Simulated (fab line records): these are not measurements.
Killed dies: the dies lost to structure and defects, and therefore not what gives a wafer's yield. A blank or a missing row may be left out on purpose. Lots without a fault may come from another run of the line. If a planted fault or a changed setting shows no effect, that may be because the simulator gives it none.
fab line records | flow berkeleyCmos170
record: lots: 7 wafers: 21 lastDay: 11
route steps=331 shown NLDD@162 SPACER@171 PSD@175 M3@331
lots with no fault: from the same line, run without faults
startH: hours from the record's opening day to when the first of the lot's shown wafers began | waitH: hours from the lot's prior step to this one | " same as the row above | L1.1+2: several wafers, shown together as one row | - value missing, or start not given | * or withheld: withheld | < > ~ a bound
route shown NAME@n: a module of which the file shows steps, and the number in the route of the first | usual: mean/standard deviation taken from wafers without a fault | same: alike in all rows | chamber/n: place in a boat | sites: per-site readings | _std_site: the standard deviation of these | _edge_site: the outer-site mean with the inner-site mean subtracted | radiusMm: how far each site lies from the wafer's centre | mask NAME#n: copy n | behind: the last tool/chamber to shape the wafer | hold: what put the lot on hold/how long, in hours/how the hold closed | device: transistor that didn't switch, given as n, p or np | end of line: at the end of the route, the tests of the same wafers | a step without rows: its recipe alone | killed: count of dies lost to structure and defects at first sort (not the wafer's yield) | map: shows each die of a wafer: x if killed, . if not, _ if none is there
set.NAME: the setting the step ran with; set.NAME@STEP: the setting that earlier step ran with | model.NAME: the simulator's own value behind a step, which no gauge read
a table for each step, a row for each wafer; lots at some steps of the route
services: when a tool's chamber went out of use (startH, in hours from the record's first day, below 0 if earlier), for how many hours, and the reason
== steps ==
step: UCB170_NLDD_PEB_04
recipe: pebTempC: 130 pebTimeS: withheld resist: KrF
step: UCB170_NLDD_DEVELOP_05
recipe: developer: TMAH developTimeS: 45 resist: KrF devTempC: 21
step: UCB170_NLDD_CD_MEAS_06
recipe: targetCdNm: 1200
usual: cdNm: 1199.6/1.3
columns lot.wafer tool chamber startH waitH cdNm
L443.1 cdSem-02 - 125.57 - 1197.9
L443.2 " - " " 1199.7
L443.3 " - " " 1197.0
L442.1 cdSem-01 - 126.18 - 1199.2
L442.3 " - " " 1199.2
L442.5 " - " " 1200.2
L450.1 cdSem-02 - 177.85 - 1198.8
L450.3 " - " " 1199.4
L450.6 " - " " 1199.2
L449.4 cdSem-02 - 178.93 - 1199.8
L449.5 " - " " 1199.9
L449.6 " - " " 1201.8
L457.2 cdSem-01 - 215.93 - 1200.0
L457.4 " - " " 1201.2
L457.6 " - " " 1199.8
L459.1 cdSem-01 - 229.24 - 1197.2
L459.4 " - " " 1197.7
L459.6 " - " " 1198.1
L458.1 cdSem-01 - 229.79 - 1200.4
L458.5 " - " " 1200.2
L458.6 " - " " 1201.5
step: UCB170_NLDD_OVL_MEAS_07
usual: NLDD_OVL: -1/4.7
columns lot.wafer tool chamber startH waitH NLDD_OVL[nm]
L443.1 overlay-01 - 125.69 0.1 0
L443.2 " - " " -2
L443.3 " - " " 2
L442.1 overlay-01 - 126.30 0.1 -4
L442.3 " - " " 2
L442.5 " - " " 0
L450.1 overlay-01 - 177.97 0.1 2
L450.3 " - " " 5
L450.6 " - " " -9
L449.4 overlay-01 - 179.01 0.1 5
L449.5 " - " " 8
L449.6 " - " " 5
L457.2 overlay-02 - 216.03 0.1 5
L457.4 " - " " 3
L457.6 " - " " 2
L459.1 overlay-02 - 229.36 0.1 2
L459.4 " - " " 0
L459.6 " - " " -2
L458.1 overlay-01 - 229.91 0.1 -6
L458.5 " - " " -3
L458.6 " - " " -3
step: UCB170_NLDD_IMPLANT_08
recipe: species: As doseCm2: 5e+13 energyKev: 30 tiltDeg: 7 rotationDeg: 0
step: UCB170_NLDD_IMPLANT_09
recipe: species: As doseCm2: 5e+13 energyKev: 30 tiltDeg: 7 rotationDeg: 180
step: UCB170_NLDD_STRIP_10
recipe: chemistry: O2 powerW: 400 pressureMtorr: 3500 platenTempC: withheld o2FlowSccm: 400 overashFraction: 0.5
usual: drypumpMotorCurrentA: 5.6/0.56 oesProductAu: 0.735/0.0048 stripTimeToEndpointS: 21.67/0.056
columns lot.wafer tool chamber startH waitH drypumpMotorCurrentA oesProductAu rfHoursCounterH stripTimeToEndpointS
L443.1 plasmaAsher-04 0 126.05 0.1 4.7 0.739 44 21.69
L443.2 " 1 " " 6.0 0.733 44 21.68
L443.3 " 1 " " 6.0 0.738 - 21.67
L442.1 plasmaAsher-02 0 126.64 0.1 5.8 0.734 1 21.74
L442.3 " 0 " " 5.8 0.732 - 21.71
L442.5 " 1 " " 6.5 0.730 - 21.64
L450.1 plasmaAsher-02 1 178.31 0.1 6.5 0.740 6 21.74
L450.3 " 1 " " 6.5 0.735 - 21.69
L450.6 " 0 " " 5.8 0.730 - 21.65
L449.4 plasmaAsher-02 1 179.36 0.1 6.5 0.739 - 21.69
L449.5 " 1 " " 6.5 0.737 - 21.67
L449.6 " 0 " " 5.9 0.742 - 21.72
L457.2 plasmaAsher-04 0 216.36 0.1 4.7 0.735 53 21.66
L457.4 " 1 " " 6.0 0.734 - 21.70
L457.6 " 1 " " 6.0 0.731 - 21.70
L459.1 plasmaAsher-01 0 229.69 0.1 5.1 0.732 56 21.58
L459.4 " 0 " " 5.1 0.727 - 21.62
L459.6 " 0 " " 5.1 0.735 - 21.66
L458.1 plasmaAsher-04 0 230.24 0.1 4.7 0.732 55 21.66
L458.5 " 0 " " 4.8 0.726 - 21.68
L458.6 " 1 " " 6.0 0.731 - 21.61
step: UCB170_NLDD_TW_MEAS_11
usual: NLDD_TW: 2225/32
columns lot.wafer tool chamber startH waitH NLDD_TW
L443.1 filmMetro-02 - 126.15 0.1 2186
L443.2 " - " " 2180
L443.3 " - " " 2187
L442.1 filmMetro-02 - 126.74 0.1 2187
L442.3 " - " " 2186
L442.5 " - " " 2179
L450.1 filmMetro-01 - 178.41 0.1 2248
L450.3 " - " " 2249
L450.6 " - " " 2254
L449.4 filmMetro-02 - 179.46 0.1 2180
L449.5 " - " " 2183
L449.6 " - " " 2169
L457.2 filmMetro-04 - 216.47 0.1 2244
L457.4 " - " " 2246
L457.6 " - " " 2244
L459.1 filmMetro-04 - 229.79 0.1 2242
L459.4 " - " " 2246
L459.6 " - " " 2249
L458.1 filmMetro-04 - 230.34 0.1 2235
L458.5 " - " " 2245
L458.6 " - " " 2234
step: UCB170_NLDD_CLEAN_12
recipe: chemistry: SPM tempC: 120 timeS: 600
step: UCB170_SPACER_CVD_00
recipe: material: SiO2 targetThkNm: 376 tempC: 390 precursor: TEOS/O2 timeS: 47 rfW: 550 pressureMtorr: 9000
usual: heaterPowerW: 258/63 pressureMtorr: 9000/21
columns lot.wafer tool chamber startH waitH heaterPowerW pressureMtorr
L443.1 pecvd-01 0 126.38 0.0 192 8966
L443.2 " 1 " " 344 9005
L443.3 " 2 " " 356 9002
L442.1 pecvd-02 1 126.99 0.0 193 8978
L442.3 " 2 " " 204 8994
L442.5 " 1 " " 206 8988
L450.1 pecvd-04 0 178.64 0.0 258 9028
L450.3 " 1 " " 187 9006
L450.6 " 2 " " 223 8982
L449.4 pecvd-02 2 179.80 0.0 255 8971
L449.5 " 0 " " 298 8982
L449.6 " 1 " " 207 9017
L457.2 pecvd-04 1 217.51 0.0 190 8989
L457.4 " 2 " " 321 9004
L457.6 " 1 " " 204 8978
L459.1 pecvd-02 2 230.03 0.0 240 9022
L459.4 " 0 " " 390 9013
L459.6 " 0 " " 296 8896
L458.1 pecvd-04 0 230.59 0.0 231 9027
L458.5 " 0 " " 240 9007
L458.6 " 2 " " 225 8996
step: UCB170_SPACER_THK_MEAS_01
recipe: reads: SiO2_of_SPACER_CVD_00
usual: SPACER_TEOS_THK: 376/5.1
columns lot.wafer tool chamber startH waitH SPACER_TEOS_THK[nm]
L443.1 filmMetro-02 - 126.42 0.0 374
L443.2 " - " " 379
L443.3 " - " " 379
L442.1 filmMetro-03 - 127.03 0.0 377
L442.3 " - " " 371
L442.5 " - " " 378
L450.1 filmMetro-01 - 178.68 0.0 380
L450.3 " - " " 374
L450.6 " - " " 378
L449.4 filmMetro-01 - 179.85 0.0 380
L449.5 " - " " 380
L449.6 " - " " 388
L457.2 filmMetro-01 - 217.56 0.0 374
L457.4 " - " " 375
L457.6 " - " " 377
L459.1 filmMetro-03 - 230.09 0.0 366
L459.4 " - " " 372
L459.6 " - " " 379
L458.1 filmMetro-03 - 230.63 0.0 380
L458.5 " - " " 383
L458.6 " - " " 381
step: UCB170_SPACER_ANNEAL_02
recipe: tempC: 900 timeS: 1800 ambient: N2
step: UCB170_SPACER_ETCHBACK_03
recipe: stopOn: Si target: SiO2 chemistry: CHF3/CF4/Ar CHF3_flow_sccm: 50 cf4FlowSccm: 10 Ar_flow_sccm: 120 pressureMtorr: 200 rfW: 500 targetDepthA: 3760 timeS: 100
usual: drypumpMotorCurrentA: 5.8/0.43 oesProductAu: 0.905/0.017 rfFwdPowerW: 497.2/1.8 throttleValvePct: 6.49/0.095
columns lot.wafer tool chamber startH waitH drypumpMotorCurrentA oesProductAu rfFwdPowerW rfHoursCounterH throttleValvePct
L442.1 rieDiel-03 1 130.84 0.0 5.4 0.891 495.1 0 6.47
L442.3 " 0 " " 6.2 0.899 496.2 53 6.67
L442.5 " 1 " " 5.4 0.887 498.4 - 6.51
L443.1 rieDiel-02 0 130.84 0.0 5.4 0.917 500.0 15 6.66
L443.2 " 3 " " 5.7 0.935 497.0 5 6.60
L443.3 " 2 " " 5.1 0.912 497.6 12 6.48
L450.1 rieDiel-02 0 181.73 0.0 5.4 0.930 495.5 17 6.64
L450.3 " 3 " " 5.6 0.922 493.6 7 6.62
L450.6 " 2 " " 5.1 0.903 416.7 - 6.47
L449.4 rieDiel-02 2 181.80 0.1 5.1 0.907 416.9 13 6.47
L449.5 " 2 " " 5.1 0.910 416.7 - 6.47
L449.6 " 1 " " 6.1 0.932 495.2 - 6.46
L457.2 rieDiel-02 3 221.02 0.0 5.6 0.920 494.4 8 6.61
L457.4 " 2 " " 5.1 0.901 416.5 15 6.50
L457.6 " 2 " " 5.1 0.904 417.6 - 6.47
L458.1 rieDiel-03 0 234.72 0.0 6.2 0.904 496.3 58 6.66
L458.5 " 3 " " 5.9 0.939 497.0 - 6.53
L458.6 " 0 " " 6.2 0.902 497.6 - 6.65
L459.1 rieDiel-01 2 234.72 0.0 6.1 0.878 500.9 2 6.36
L459.4 " 0 " " 6.0 0.906 496.8 45 6.43
L459.6 " 2 " " 6.2 0.902 498.1 - 6.34
step: UCB170_PSD_HMDS_00
recipe: primeTimeS: 60 primeTempC: 100
step: UCB170_M3_PROBE_99
columns lot.wafer tool chamber startH waitH model.etest.pplusSal.widthNm model.etest.nplusSal.widthNm model.etest.fieldPMetal.vtV model.etest.fieldNMetal.vtV model.etest.pplusSal.lineOhmUm model.etest.nplusSal.lineOhmUm model.etest.diodeNplusComb.cjFfUm2 model.etest.diodePplusComb.cjFfUm2
L443.1 prober-02 - 162.19 0.1 677.2 680.5 -60.6 53.1 5.345 5.222 0.8051 1.105
L443.2 prober-02 - 162.24 0.1 692 691.2 -59.47 52.44 5.258 5.234 0.8069 1.103
L443.3 prober-02 - 162.29 0.2 676.4 678.4 -60.6 53.33 5.374 5.37 0.8073 1.102
L442.1 prober-02 - 163.30 0.1 695.4 696.1 -60.45 52.87 5.148 5.176 0.7996 1.114
L442.3 prober-02 - 163.40 0.2 708.6 705.7 -59.95 52.59 5.112 4.995 0.8048 1.107
L442.5 prober-02 - 163.50 0.2 699.7 702.9 -60.66 53.05 5.214 5.124 0.8042 1.115
L450.1 prober-01 - 215.52 0.1 697.7 694.4 -60.09 52.59 5.248 5.126 0.8014 1.098
L450.3 prober-01 - 215.62 0.2 712.9 714.8 -59.36 52.02 5.173 5.01 0.8045 1.097
L449.4 prober-01 - 216.25 0.2 614.6 617 -61.51 54.23 5.953 5.861 0.8517 1.135
L449.5 prober-01 - 216.30 0.2 602.2 604.9 -61.83 54.49 6.124 5.955 0.8363 1.13
L449.6 prober-01 - 216.35 0.2 705.4 709 -59.09 51.82 5.198 5.106 0.8082 1.104
L457.2 prober-02 - 249.05 0.1 703.7 707 -60.33 52.6 5.149 5.131 0.8009 1.102
L457.4 prober-02 - 249.15 0.2 625.7 622.6 -61.9 54.22 5.861 5.852 0.7987 1.099
L457.6 prober-02 - 249.25 0.2 612.3 610.1 -62.33 54.8 6.031 5.998 0.7992 1.097
L458.1 prober-01 - 263.37 0.1 687.1 687.7 -60.65 53.24 5.34 5.232 0.7996 1.108
L458.5 prober-01 - 263.57 0.2 684.7 690.4 -60.92 53.46 5.324 5.256 0.7995 1.105
L458.6 prober-01 - 263.62 0.2 675.5 680 -61.29 53.72 5.481 5.376 0.7961 1.105
L459.1 prober-02 - 267.22 0.1 707.8 709.4 -60.15 53.17 5.113 5.094 0.8004 1.106
L459.4 prober-02 - 267.37 0.2 740.7 736.5 -58.96 52.21 4.933 4.801 0.8052 1.106
L459.6 prober-02 - 267.47 0.2 687.5 686.4 -60.59 53.62 5.354 5.246 0.8011 1.103
killed by level:class
L443.1 V1:geometricParticle:open=1 NWELL:areaEtch=1
L443.2 NWELL:areaEtch=4 GATE:geometricParticle:short=1 GATE:geometricParticle:open=1 SILICIDE:geometricParticle:open=1 M3:geometricParticle:short=1
L443.3 NWELL:areaEtch=3 FIELD:geometricParticle:short=1 SACOX:geometricParticle:open=1 V2:geometricParticle:open=1
L442.1 SILICIDE:geometricParticle:open=1 SILICIDE:geometricParticle:short=1
L442.3 FIELD:geometricParticle:short=2 GATE:geometricParticle:short=1 GATE:geometricParticle:open=1 V1:geometricParticle:open=1 M2:geometricParticle:short=1
L442.5 SPACER:geometricParticle:open=1 M1:geometricParticle:short=1 V1:geometricParticle:open=1 M2:geometricParticle:short=1
L458.1 GATE:geometricParticle:short=1 GATE:geometricParticle:open=1 SPACER:geometricParticle:short=1 SILICIDE:geometricParticle:open=1 NWELL:areaEtch=1 ACTIVE:areaEtch=1
L458.5 GATE:geometricParticle:short=1 V2:geometricParticle:short=1 NWELL:areaEtch=1
L458.6 NSD:coatMicrobubblePrinted=1 M3:coatMicrobubblePrinted=1
L459.1 GATE:geometricParticle:short=1 V1:geometricParticle:short=1
L459.4 SPACER:geometricParticle:open=2 ACTIVE:areaEtch=2 M3:geometricParticle:short=1
L459.6 SPACER:geometricParticle:short=2 WELLDRIVE:geometricParticle:short=1 V1:geometricParticle:short=1
== services ==
columns tool chamber startH hours kind
plasmaAsher-02 - 108.75 9.0 pm
plasmaAsher-02 0 108.75 9.0 ventCycle
plasmaAsher-02 1 108.75 9.0 ventCycle
rieDiel-03 1 109.77 - clean
rieDiel-03 1 109.77 14.9 scheduledDown
rieDiel-03 1 109.77 14.9 ventCycle
plasmaAsher-02 0 117.75 - clean
plasmaAsher-02 1 117.75 - clean
plasmaAsher-01 - 121.54 14.6 pm
pecvd-04 2 127.82 6.8 repair
pecvd-04 - 130.38 5.5 pm
pecvd-02 0 133.11 5.1 repair
pecvd-01 - 135.50 14.0 pm
pecvd-01 0 135.50 14.0 ventCycle
pecvd-01 1 135.50 14.0 ventCycle
pecvd-01 2 135.50 14.0 ventCycle
pecvd-01 0 149.50 - clean
pecvd-01 1 149.50 - clean
pecvd-01 2 149.50 - clean
plasmaAsher-04 - 150.88 0.5 repair
rieDiel-02 0 167.86 4.2 repair
rieDiel-02 2 185.89 5.7 repair
rieDiel-02 - 200.88 0.9 repair
pecvd-02 1 219.85 10.5 repair
== key ==
firstSign: step: UCB170_SPACER_ETCHBACK_03 reading: rfFwdPowerW direction: down sigmas: 45 usual: 497.2 struck: 416.9
effect none on later readings
modelEffect: step: UCB170_M3_PROBE_99 value: etest.pplusSal.widthNm without: 691.1 struck: 613.7
metAt UCB170_SPACER_ETCHBACK_03
struckWafers L449.4,L449.5,L450.6,L457.4,L457.6
sortLeftOut L449.4,L449.5,L450.6,L457.4,L457.6
testerLeftOut L449,L450,L457
fault: kind: processParameterDrift tool: rieDiel-02 chamber: 2 onsetH: 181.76 steps: UCB170_SPACER_ETCHBACK_03 channel: rfW offset: -80 shape: step endH: 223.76 actsIn: theseRecipesOnly stated: 500
testerLeftOut: of these lots the tester's yield and bins aren't shown, on N5 and GAA mostly nor the transistor test; their killed dies are dies lost to structure and defects alone, not to doping, threshold or leakage, so they don't give the yield
sortLeftOut: the simulated sort isn't trusted on such a fault, so these wafers' sort isn't shown, and their yield isn't known
